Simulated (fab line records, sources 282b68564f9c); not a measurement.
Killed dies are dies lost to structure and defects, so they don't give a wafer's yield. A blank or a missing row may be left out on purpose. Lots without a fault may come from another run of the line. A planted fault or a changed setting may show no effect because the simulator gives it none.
Which tool did it? | flow rit_cmos | 13 lots, 39 wafers sampled, at 4 steps of a route of 202

WHAT THE GAUGES READ, wafer by wafer
RIT_ACTIVE_BOW_MEAS_00. Usual: INCOMING_BOW 0 um, standard deviation 6.7.
lot  | measured    | on            | INCOMING_BOW (um) | flag
L518 | day 1 10:01 | film_metro-01 | -3 3 -3           |
L520 | day 1 20:00 | film_metro-02 | -3 6 3            |
L521 | day 2 01:00 | film_metro-02 | 4 0 -10           |
L525 | day 2 21:02 | film_metro-01 | -2 10 0           |
L526 | day 3 02:01 | film_metro-01 | 3 -1 -8           |
L527 | day 3 07:00 | film_metro-01 | 7 9 -4            |
L528 | day 3 12:02 | film_metro-01 | 1 3 1             |
L530 | day 3 22:01 | film_metro-01 | -8 0 -6           |
L531 | day 4 03:01 | film_metro-02 | -3 -7 -3          |
L532 | day 4 08:00 | film_metro-02 | -9 7 -2           |
L534 | day 4 18:01 | film_metro-02 | 2 -1 3            |
L535 | day 4 23:00 | film_metro-02 | -1 -5 -4          |
L537 | day 5 09:00 | film_metro-02 | -12 -1 -8         |

RIT_SDANNEAL_RS_MEAS_06: measures by four-point-probe. Usual: PLDD_RS 178.7 ohm/sq, standard deviation 0.5.
lot  | measured    | on            | PLDD_RS (ohm/sq)  | flag
L518 | day 3 01:03 | film_metro-01 | 179.5 179.6 179.3 |
L520 | day 3 12:33 | film_metro-02 | 178.3 178.0 177.8 |
L521 | day 3 17:27 | film_metro-02 | 178.4 178.7 179.7 |
L525 | day 4 13:28 | film_metro-03 | 178.4 179.1 178.6 |
L526 | day 4 18:35 | film_metro-01 | 179.1 179.2 178.9 |
L527 | day 4 23:10 | film_metro-03 | 178.6 178.8 178.4 |
L528 | day 5 03:44 | film_metro-03 | 178.8 178.7 179.1 |
L530 | day 5 14:25 | film_metro-03 | 178.8 179.3 178.3 |
L531 | day 5 19:54 | film_metro-03 | 178.5 177.8 178.1 |
L532 | day 6 00:58 | film_metro-02 | 179.0 179.0 178.6 |
L534 | day 6 09:55 | film_metro-03 | 179.3 178.4 178.5 |
L535 | day 6 15:10 | film_metro-02 | 177.9 178.5 178.9 |
L537 | day 7 06:34 | film_metro-03 | 177.9 177.2 177.5 |

WHICH TOOL RAN EACH LOT (tool, then ch and the chambers of the sampled wafers, then the start)
lot  | RIT_NWELL_STRIP_09                  | RIT_GATE_WET_ETCH_00
L518 | plasma_asher-01 ch 0,1, day 1 20:41 | wet_bench-01 ch 1, day 2 07:36
L520 | plasma_asher-02 ch 0,1, day 2 07:26 | wet_bench-04 ch 2, day 2 18:05
L521 | plasma_asher-01 ch 0,1, day 2 12:31 | wet_bench-04 ch 1, day 2 23:01
L525 | plasma_asher-03 ch 0,1, day 3 08:19 | wet_bench-01 ch 3, day 3 18:51
L526 | plasma_asher-03 ch 0,1, day 3 13:14 | wet_bench-03 ch 1, day 3 23:49
L527 | plasma_asher-01 ch 0,1, day 3 19:05 | wet_bench-01 ch 1, day 4 05:32
L528 | plasma_asher-02 ch 0,1, day 3 23:34 | wet_bench-03 ch 2, day 4 09:55
L530 | plasma_asher-03 ch 0,1, day 4 09:25 | wet_bench-01 ch 3, day 4 20:02
L531 | plasma_asher-03 ch 0,1, day 4 13:41 | wet_bench-04 ch 1, day 5 01:08
L532 | plasma_asher-01 ch 0,1, day 4 18:56 | wet_bench-03 ch 0, day 5 05:17
L534 | plasma_asher-01 ch 0, day 5 04:43   | wet_bench-03 ch 1, day 5 15:18
L535 | plasma_asher-01 ch 0,1, day 5 10:07 | wet_bench-04 ch 3, day 5 20:34
L537 | plasma_asher-01 ch 0,1, day 5 22:16 | wet_bench-01 ch 3, day 6 09:02
- RIT_NWELL_STRIP_09: strips in O2, time 180 s.
- RIT_GATE_WET_ETCH_00: etches SiO2 in BOE, target depth 56 nm, time 60 s.

WHAT THE TOOLS THEMSELVES READ (means of the sampled wafers that have a number; where no wafer has one, the mark that the record gives instead)
RIT_NWELL_STRIP_09. Usual: drypump_motor_current_A 5.45 A, standard deviation 0.29; o2_flow_sccm 4001 sccm, standard deviation 12.
lot  | tool            | drypump_motor_current_A (A) | o2_flow_sccm (sccm) | flag
L518 | plasma_asher-01 | 5.30                        | 4009                |
L520 | plasma_asher-02 | 5.41                        | 4000                |
L521 | plasma_asher-01 | 5.32                        | 3999                |
L525 | plasma_asher-03 | 5.78                        | 4010                |
L526 | plasma_asher-03 | 5.76                        | 4002                |
L527 | plasma_asher-01 | 5.29                        | 4000                |
L528 | plasma_asher-02 | 5.41                        | 3999                |
L530 | plasma_asher-03 | 5.81                        | 3999                |
L531 | plasma_asher-03 | 5.78                        | 4000                |
L532 | plasma_asher-01 | 5.28                        | 4005                |
L534 | plasma_asher-01 | 5.36                        | 3997                |
L535 | plasma_asher-01 | 5.33                        | 4008                |
L537 | plasma_asher-01 | 5.33                        | 4003                |

RIT_GATE_WET_ETCH_00. Usual: run_length_s 88 s, standard deviation 3.2.
lot  | tool         | run_length_s (s) | flag
L518 | wet_bench-01 | 93               |
L520 | wet_bench-04 | 86               |
L521 | wet_bench-04 | 85               |
L525 | wet_bench-01 | 88               |
L526 | wet_bench-03 | 87               |
L527 | wet_bench-01 | 86               |
L528 | wet_bench-03 | 85               |
L530 | wet_bench-01 | 94               |
L531 | wet_bench-04 | 92               |
L532 | wet_bench-03 | 85               |
L534 | wet_bench-03 | 78               | OFF
L535 | wet_bench-04 | 85               |
L537 | wet_bench-01 | 87               |

THE ANSWER, worked out from the rows above alone
Rule: a lot is off if the mean of its wafers that have a number lies more than 3 standard deviations from the usual mean. A lot without any number at a reading at which 4 lots or more have one is off too. The other lots that the step has rows for count as sound. The gauges are gone through in route order, then the tools' own readings, and for those a lot's mean is taken as printed above. The first step at which some lot is off is used, and at that step the reading that is off furthest; a lot without a number counts as furthest.
Off: L534, at RIT_GATE_WET_ETCH_00 (run_length_s).
A tool fits if, at that step or a process step before it, it ran every lot that is off, and no sound lot after the first of them. One fits: wet_bench-03 at RIT_GATE_WET_ETCH_00. Its last sound lot is L532 (day 5 05:17), its first lot that is off L534 (day 5 15:18): a fault that began between those two fits.

WHAT THE SIMULATOR HAD PUT IN
Process parameter drift: wet_bench-03, from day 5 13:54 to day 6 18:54, at RIT_GATE_WET_ETCH_00. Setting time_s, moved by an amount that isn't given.
Lots struck among those shown: L534. The rule above found the same.
